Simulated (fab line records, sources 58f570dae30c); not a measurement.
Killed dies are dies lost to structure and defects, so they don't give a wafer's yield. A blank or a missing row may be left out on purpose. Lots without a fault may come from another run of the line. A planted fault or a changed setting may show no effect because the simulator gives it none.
Chamber matching | flow berkeley_cmos170 | UCB170_ACTIVE_ETCH_15 on rie_diel-04: 4 sister chambers
The step etches Si3N4 in CH3F/Ar/O2, stops on SiO2, target depth 242 nm, time 151 s. 14 wafers are shown with their chamber, then 7 later ones without.

WAFERS WITH THEIR CHAMBER
wafer  | chamber | throttle_valve_pct (%) | oes_product_au (a.u.)
L259.2 | 0       | 8.02                   | 0.938
L259.3 | 3       | 7.95                   | 0.936
L259.6 | 2       | 8.14                   | 0.949
L262.4 | 0       | 8.01                   | 0.941
L262.5 | 2       | 8.15                   | 0.958
L262.6 | 1       | 8.19                   | 0.932
L264.1 | 2       | 8.14                   | 0.961
L264.2 | 3       | 7.97                   | 0.930
L264.5 | 2       | 8.14                   | 0.970
L270.2 | 1       | 8.20                   | 0.948
L270.4 | 0       | 8.04                   | 0.947
L270.6 | 0       | 8.01                   | 0.945
L272.3 | 1       | 8.19                   | 0.944
L272.5 | 1       | 8.18                   | 0.947

SIGNATURES (means of the wafers above)
reading            | chamber 0 | chamber 1 | chamber 2 | chamber 3 | scatter within a chamber
throttle_valve_pct | 8.0200    | 8.1900    | 8.1425    | 7.9600    | 0.0104
oes_product_au     | 0.94275   | 0.94275   | 0.95950   | 0.93300   | 0.00674
Rule: a wafer's distance from a chamber is the root of the sum, over the readings, of the square of ((its reading less the chamber's mean) divided by the reading's scatter). The wafer belongs to the nearest chamber; if the next one is less than 2 further off, it can't be placed. The scatter: the root of (the sum of the squares of (reading less its chamber's mean) over the shown wafers, divided by (wafers less chambers)).

WAFERS WITHOUT THEIR CHAMBER
wafer  | throttle_valve_pct (%) | oes_product_au (a.u.)
L272.6 | 8.03                   | 0.937
L277.2 | 8.14                   | 0.946
L277.4 | 8.20                   | 0.936
L277.6 | 8.13                   | 0.952
L281.1 | 7.94                   | 0.948
L281.2 | 8.15                   | 0.962
L281.6 | 7.95                   | 0.948

WHICH CHAMBER EACH WENT THROUGH
wafer  | from the rows above | in truth
L272.6 | 0                   | 0
L277.2 | 2                   | 2
L277.4 | 1                   | 1
L277.6 | 2                   | 2
L281.1 | 3                   | 3
L281.2 | 2                   | 2
L281.6 | 3                   | 3
Placed correctly: 7 of 7. Can't be placed from these rows: 0. Placed wrongly: 0.
